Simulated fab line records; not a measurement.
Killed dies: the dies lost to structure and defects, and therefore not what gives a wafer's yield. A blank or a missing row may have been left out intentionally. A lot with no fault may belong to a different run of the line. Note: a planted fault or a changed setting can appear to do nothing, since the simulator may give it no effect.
Which tool did it?    flow berkeley_cmos170    45 wafers from 15 lots sampled at 6 of the route's 331 steps

WHAT EACH GAUGE READ, for each wafer
UCB170_NWELL_THK_MEAS_05. Usual: NWELL_NITRIDE_THK 223.3 nm, standard deviation 2.4.
lot   measured     on             NWELL_NITRIDE_THK (nm)  flag
L632  day 2 09:41  film_metro-04  227.5 226.7 226.2       
L633  day 2 09:43  film_metro-01  226.3 224.4 226.2       
L634  day 2 17:31  film_metro-02  221.1 219.9 220.8       
L635  day 2 17:31  film_metro-04  227.4 227.3 226.8       
L636  day 3 05:51  film_metro-01  444.9 445.2 445.7       OFF
L637  day 3 09:07  film_metro-04  444.8 441.8 443.5       OFF
L638  day 3 17:21  film_metro-02  442.9 443.4 441.7       OFF
L641  day 4 03:56  film_metro-02  227.2 225.5 225.8       
L645  day 5 00:33  film_metro-02  221.5 223.6 221.9       
L646  day 5 11:33  film_metro-01  223.9 223.8 222.6       
L648  day 5 21:59  film_metro-04  224.0 223.0 221.9       
L650  day 6 05:07  film_metro-04  223.4 222.2 223.2       
L652  day 6 11:28  film_metro-02  225.7 225.8 226.5       
L654  day 6 22:46  film_metro-02  222.2 220.6 220.8       
L655  day 7 07:24  film_metro-04  222.6 221.8 223.5       

UCB170_NWELL_OVL_MEAS_12. Usual: NWELL_OVL -1 nm, standard deviation 4.6.
lot   measured     on          NWELL_OVL (nm)  flag
L632  day 2 10:37  overlay-02  -6 -1 1         
L633  day 2 10:53  overlay-01  3 9 0           
L634  day 2 19:39  overlay-01  -15 0 -11       
L635  day 2 19:22  overlay-01  3 -3 0          
L636  day 3 07:02  overlay-01  -3 -6 -4        
L637  day 3 10:15  overlay-02  1 -2 -2         
L638  day 3 18:30  overlay-02  6 1 3           
L641  day 4 04:56  overlay-02  -4 4 -6         
L645  day 5 02:20  overlay-01  0 -6 3          
L646  day 5 12:55  overlay-01  5 -2 0          
L648  day 6 00:38  overlay-01  3 -5 0          
L650  day 6 06:08  overlay-02  -4 -3 0         
L652  day 6 12:50  overlay-01  2 2 1           
L654  day 7 00:43  overlay-01  0 -4 -3         
L655  day 7 08:43  overlay-02  -3 2 -2         

UCB170_ACTIVE_CD_MEAS_90: target cd 1200 nm. Usual: cd_nm at 1199.7 nm, with a standard deviation of 1.5.
lot   measured     on         cd_nm (nm)            flag
L632  day 4 09:08  cd_sem-02  1201.1 1201.1 1199.6  
L633  day 4 08:40  cd_sem-02  1201.5 1200.2 1201.2  
L634  day 4 20:05  cd_sem-02  1200.9 1200.9 1202.4  
L635  day 4 20:11  cd_sem-01  1202.3 1200.1 1201.8  
L641  day 6 08:50  cd_sem-01  1199.3 1198.6 1199.4  
L645  day 7 08:52  cd_sem-01  1201.0 1200.3 1199.6  
L646  day 7 21:23  cd_sem-02  1198.4 1198.8 1198.2  
L648  day 8 14:53  cd_sem-02  1200.9 1202.1 1200.7  
L650  day 8 06:55  cd_sem-02  1196.8 1198.1 1198.2  
L652  day 9 01:07  cd_sem-02  1202.2 1201.5 1200.9  
L654  day 9 17:46  cd_sem-02  1198.9 1199.3 1199.4  
L655  day 9 17:17  cd_sem-02  1197.9 1200.8 1200.4  

UCB170_PFIELD_OVL_MEAS_06. Usual: PFIELD_OVL 1 nm, standard deviation 5.5.
lot   measured     on          PFIELD_OVL (nm)  flag
L632  day 4 13:38  overlay-02  -5 6 -1          
L633  day 4 13:14  overlay-01  8 3 5            
L634  day 4 21:22  overlay-02  1 7 1            
L635  day 4 21:37  overlay-01  -2 -6 -9         
L641  day 6 10:05  overlay-02  1 0 -2           
L645  day 7 10:19  overlay-02  7 5 5            
L646  day 8 01:04  overlay-02  -1 0 -4          
L648  day 8 16:07  overlay-02  -8 -8 -1         
L650  day 8 08:54  overlay-02  -1 -1 0          
L652  day 9 04:08  overlay-02  2 4 10           
L654  day 9 19:23  overlay-02  -1 8 3           
L655  day 9 18:58  overlay-02  -1 -4 -3         

TOOL THAT RAN EACH LOT (tool first, then ch and the chambers of the sampled wafers, then the start)
lot   UCB170_NWELL_CVD_04                                        UCB170_NWELL_ETCH_13
L632  lpcvd-02 ch 1, day 2 07:45                                 rie_diel-02 ch 0,1,2, day 2 10:40
L633  lpcvd-02 ch 1, day 2 07:45                                 rie_diel-04 ch 0,1,3, day 2 10:54
L634  lpcvd-01 ch 1, day 2 15:35                                 rie_diel-02 ch 1,2, day 2 19:41
L635  lpcvd-01 ch 1, day 2 15:35                                 rie_diel-04 ch 0,1,3, day 2 19:25
L636  lpcvd-01 ch 1, day 3 01:24                                 rie_diel-02 ch 1,2,3, day 3 07:04
L637  lpcvd-01 ch 0, day 3 03:54 and lpcvd-02 ch 0, day 3 07:11  rie_diel-02 ch 0,2,3, day 3 10:17
L638  lpcvd-01 ch 1, day 3 11:42                                 rie_diel-04 ch 1,2, day 3 18:43
L641  lpcvd-02 ch 0, day 4 01:01                                 rie_diel-01 ch 0,1, day 4 04:58
L645  lpcvd-02 ch 0, day 4 22:36                                 rie_diel-02 ch 1,2, day 5 02:21
L646  lpcvd-01 ch 1, day 5 09:36                                 rie_diel-01 ch 0,3, day 5 12:56
L648  lpcvd-02 ch 0, day 5 20:04                                 rie_diel-04 ch 0,1,2, day 6 00:40
L650  lpcvd-01 ch 1, day 6 03:11                                 rie_diel-02 ch 1,2,3, day 6 06:10
L652  lpcvd-02 ch 0, day 6 09:31                                 rie_diel-04 ch 0,2,3, day 6 12:52
L654  lpcvd-01 ch 1, day 6 20:48                                 rie_diel-01 ch 0,1,2, day 7 00:47
L655  lpcvd-02 ch 0, day 7 05:28                                 rie_diel-02 ch 0,1,2, day 7 08:46
- UCB170_NWELL_CVD_04: deposits Si3N4 from SiH2Cl2/NH3, target thk 224 nm, time 3360 s.
- UCB170_NWELL_ETCH_13: etches Si3N4 in CH3F/Ar/O2, stops on SiO2, target depth 246.4 nm, time 154 s.

AS READ BY THE TOOLS THEMSELVES (means over the sampled wafers that have a number; for cases with no such wafer, the mark the record gives instead)
UCB170_NWELL_CVD_04. Usual: spike_tc_load_C at 821.8 C, with a standard deviation of 2.
lot   tool               spike_tc_load_C (C)  flag
L632  lpcvd-02           820.8                
L633  lpcvd-02           820.2                
L634  lpcvd-01           820.4                
L635  lpcvd-01           821.4                
L636  lpcvd-01           820.8                
L637  lpcvd-01/lpcvd-02  822.3                
L638  lpcvd-01           821.9                
L641  lpcvd-02           823.8                
L645  lpcvd-02           824.5                
L646  lpcvd-01           821.2                
L648  lpcvd-02           823.5                
L650  lpcvd-01           821.5                
L652  lpcvd-02           825.5                
L654  lpcvd-01           821.8                
L655  lpcvd-02           823.3                

UCB170_NWELL_ETCH_13. Usual: drypump_motor_current_A 5.8 A, standard deviation 0.43; mfc_ar_sccm 50.01 sccm, standard deviation 0.15; oes_product_au 0.941 a.u., standard deviation 0.012; throttle_valve_pct 8.05 %, standard deviation 0.13.
lot   tool         drypump_motor_current_A (A)  mfc_ar_sccm (sccm)  oes_product_au (a.u.)  throttle_valve_pct (%)  flag
L632  rie_diel-02  5.6                          50.01               0.947                  8.02                    
L633  rie_diel-04  6.2                          50.14               0.940                  8.00                    
L634  rie_diel-02  5.9                          50.06               0.918                  8.09                    
L635  rie_diel-04  6.2                          50.07               0.943                  8.00                    
L636  rie_diel-02  5.6                          49.95               1.010                  8.08                    OFF
L637  rie_diel-02  5.3                          49.95               1.010                  7.99                    OFF
L638  rie_diel-04  6.0                          50.02               1.010                  8.06                    OFF
L641  rie_diel-01  6.0                          50.09               0.952                  8.17                    
L645  rie_diel-02  5.7                          49.94               0.929                  8.09                    
L646  rie_diel-01  5.4                          49.85               0.948                  8.14                    
L648  rie_diel-04  6.1                          50.24               0.938                  8.06                    
L650  rie_diel-02  5.6                          49.81               0.936                  8.07                    
L652  rie_diel-04  6.1                          50.09               0.945                  8.09                    
L654  rie_diel-01  6.0                          50.01               0.946                  8.12                    
L655  rie_diel-02  5.6                          50.05               0.938                  8.01                    

THE ANSWER, worked out from the rows above alone
Rule: a lot is off if the mean of its wafers that have a number lies more than 3 standard deviations from the usual mean. Also off: a lot with no number at a reading for which 4 or more lots have one. All remaining lots with rows at the step are treated as sound. Order of review: gauges by route order, followed by the tools' own readings, for which a lot's mean as printed above is used. The first step at which some lot is off is used, and at that step the reading that is off furthest; a lot without a number counts as furthest.
Off: L636, L637, L638, seen at UCB170_NWELL_THK_MEAS_05 (NWELL_NITRIDE_THK).
A tool fits if, at a process step before that reading, it ran every lot that is off, and no sound lot after the first of them. Not tried: the gauges at UCB170_NWELL_THK_MEAS_05; whatever is off there is also off at UCB170_NWELL_ETCH_13, on other tools, and gauge error can't account for it. None of those tried fits.

WHAT WAS PUT IN BY THE SIMULATOR
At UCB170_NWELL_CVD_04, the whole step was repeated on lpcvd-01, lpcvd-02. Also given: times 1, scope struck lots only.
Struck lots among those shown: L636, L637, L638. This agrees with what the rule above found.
